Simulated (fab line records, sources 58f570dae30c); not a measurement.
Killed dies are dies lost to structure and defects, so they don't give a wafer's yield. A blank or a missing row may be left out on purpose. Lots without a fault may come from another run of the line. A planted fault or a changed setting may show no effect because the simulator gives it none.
Which tool did it? | flow berkeley_cmos170 | 12 lots, 36 wafers sampled, at 4 steps of a route of 331

WHAT THE GAUGES READ, wafer by wafer
UCB170_GATE_CD_MEAS_12: target cd 350 nm. Usual: cd_nm 349.9 nm, standard deviation 1.7.
lot  | measured     | on        | cd_nm (nm)        | flag
L953 | day 6 23:30  | cd_sem-01 | 348.9 347.4 348.9 |
L952 | day 7 00:06  | cd_sem-02 | 348.9 348.1 348.5 |
L951 | day 6 23:47  | cd_sem-01 | 350.5 350.8 351.9 |
L954 | day 7 00:15  | cd_sem-01 | 348.2 348.4 349.4 |
L955 | day 7 09:52  | cd_sem-01 | 347.9 349.2 347.6 |
L966 | day 9 05:59  | cd_sem-02 | 349.6 352.4 351.1 |
L965 | day 9 06:41  | cd_sem-02 | 348.2 349.3 348.3 |
L963 | day 9 06:56  | cd_sem-01 | 353.1 352.2 353.2 |
L962 | day 9 18:30  | cd_sem-02 | 347.7 349.0 349.3 |
L968 | day 9 18:44  | cd_sem-01 | 350.1 350.0 350.0 |
L970 | day 9 23:40  | cd_sem-01 | 347.7 346.8 348.4 |
L973 | day 11 01:27 | cd_sem-02 | 348.1 348.5 349.3 |

UCB170_PLDD_OVL_MEAS_07. Usual: PLDD_OVL -1 nm, standard deviation 7.
lot  | measured     | on         | PLDD_OVL (nm) | flag
L953 | day 7 02:53  | overlay-01 | -4 -11 -15    |
L952 | day 7 03:43  | overlay-02 | -1 2 2        |
L951 | day 7 03:59  | overlay-01 | -9 -4 1       |
L954 | day 7 03:28  | overlay-01 | 11 15 11      |
L955 | day 7 12:38  | overlay-02 | 2 4 -2        |
L966 | day 9 12:10  | overlay-02 | -1 -4 -2      |
L965 | day 9 11:55  | overlay-02 | -3 -4 6       |
L963 | day 9 12:18  | overlay-02 | 321 321 320   | OFF
L962 | day 9 20:12  | overlay-02 | 317 313 324   | OFF
L968 | day 9 20:42  | overlay-02 | -11 -10 -11   |
L970 | day 10 01:46 | overlay-02 | -5 -16 -12    |
L973 | day 11 03:40 | overlay-01 | -3 1 1        |

WHICH TOOL RAN EACH LOT (tool, then ch and the chambers of the sampled wafers, then the start)
lot  | UCB170_PVT_STRIP_08                  | UCB170_PLDD_EXPOSE_03
L953 | plasma_asher-03 ch 0,1, day 6 12:20  | krf_scanner-02 ch 0, day 7 01:29
L952 | plasma_asher-01 ch 0,1, day 6 13:04  | krf_scanner-02 ch 0, day 7 02:29
L951 | plasma_asher-01 ch 0, day 6 13:47    | krf_scanner-02 ch 0, day 7 02:34
L954 | plasma_asher-02 ch 0,1, day 6 14:05  | krf_scanner-01 ch 0, day 7 02:13
L955 | plasma_asher-02 ch 0,1, day 6 23:25  | krf_scanner-02 ch 0, day 7 12:08
L966 | plasma_asher-02 ch 0,1, day 8 08:38  | krf_scanner-02 ch 0, day 9 11:03
L965 | plasma_asher-01 ch 0,1, day 8 09:46  | krf_scanner-02 ch 0, day 9 10:55
L963 | plasma_asher-02 ch 0,1, day 8 10:01  | krf_scanner-01 ch 0, day 9 11:30
L962 | plasma_asher-02 ch 0, day 9 03:26    | krf_scanner-01 ch 0, day 9 19:38
L968 | plasma_asher-02 ch 0,1, day 9 04:06  | krf_scanner-02 ch 0, day 9 20:11
L970 | plasma_asher-02 ch 0,1, day 9 09:52  | krf_scanner-02 ch 0, day 10 01:13
L973 | plasma_asher-02 ch 0,1, day 10 16:17 | krf_scanner-02 ch 0, day 11 03:09
- UCB170_PVT_STRIP_08: strips in O2.
- UCB170_PLDD_EXPOSE_03: exposes mask PSELECT, target cd 1200 nm.

WHAT THE TOOLS THEMSELVES READ (means of the sampled wafers that have a number; where no wafer has one, the mark that the record gives instead)
UCB170_PVT_STRIP_08. Usual: drypump_motor_current_A 6.0 A, standard deviation 0.33; oes_product_au 0.735 a.u., standard deviation 0.0045; strip_time_to_endpoint_s 21.61 s, standard deviation 0.057.
lot  | tool            | drypump_motor_current_A (A) | oes_product_au (a.u.) | strip_time_to_endpoint_s (s) | flag
L953 | plasma_asher-03 | 6.0                         | 0.732                 | 21.66                        |
L952 | plasma_asher-01 | 6.2                         | 0.733                 | 21.61                        |
L951 | plasma_asher-01 | 5.5                         | 0.733                 | 21.64                        |
L954 | plasma_asher-02 | 5.9                         | 0.740                 | 21.60                        |
L955 | plasma_asher-02 | 6.0                         | 0.730                 | 21.64                        |
L966 | plasma_asher-02 | 5.9                         | 0.731                 | 21.58                        |
L965 | plasma_asher-01 | 5.9                         | 0.732                 | 21.58                        |
L963 | plasma_asher-02 | 5.9                         | 0.741                 | 21.59                        |
L962 | plasma_asher-02 | 6.1                         | 0.731                 | 21.55                        |
L968 | plasma_asher-02 | 6.0                         | 0.731                 | 21.55                        |
L970 | plasma_asher-02 | 6.0                         | 0.736                 | 21.54                        |
L973 | plasma_asher-02 | 6.0                         | 0.732                 | 21.61                        |

UCB170_PLDD_EXPOSE_03. Usual: stage_vel_mm_s 500.06 mm/s, standard deviation 0.23.
lot  | tool           | stage_vel_mm_s (mm/s) | flag
L953 | krf_scanner-02 | 500.09                |
L952 | krf_scanner-02 | 500.30                |
L951 | krf_scanner-02 | 500.08                |
L954 | krf_scanner-01 | 499.79                |
L955 | krf_scanner-02 | 500.05                |
L966 | krf_scanner-02 | 500.20                |
L965 | krf_scanner-02 | 499.84                |
L963 | krf_scanner-01 | 499.98                |
L962 | krf_scanner-01 | 499.92                |
L968 | krf_scanner-02 | 500.06                |
L970 | krf_scanner-02 | 500.26                |
L973 | krf_scanner-02 | 499.88                |

THE ANSWER, worked out from the rows above alone
Rule: a lot is off if the mean of its wafers that have a number lies more than 3 standard deviations from the usual mean. A lot without any number at a reading at which 4 lots or more have one is off too. The other lots that the step has rows for count as sound. The gauges are gone through in route order, then the tools' own readings, and for those a lot's mean is taken as printed above. The first step at which some lot is off is used, and at that step the reading that is off furthest; a lot without a number counts as furthest.
Off: L963, L962, at UCB170_PLDD_OVL_MEAS_07 (PLDD_OVL).
A tool fits if, at a process step before that reading, it ran every lot that is off, and no sound lot after the first of them. The gauges at UCB170_PLDD_OVL_MEAS_07 are tried like those tools. One fits: krf_scanner-01 at UCB170_PLDD_EXPOSE_03. Its last sound lot is L954 (day 7 02:13), its first lot that is off L963 (day 9 11:30): a fault that began between those two fits.

WHAT THE SIMULATOR HAD PUT IN
Scanner matching overlay: krf_scanner-01, from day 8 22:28 on, at UCB170_PLDD_EXPOSE_03. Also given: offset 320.
Lots struck among those shown: L963, L962. The rule above found the same.
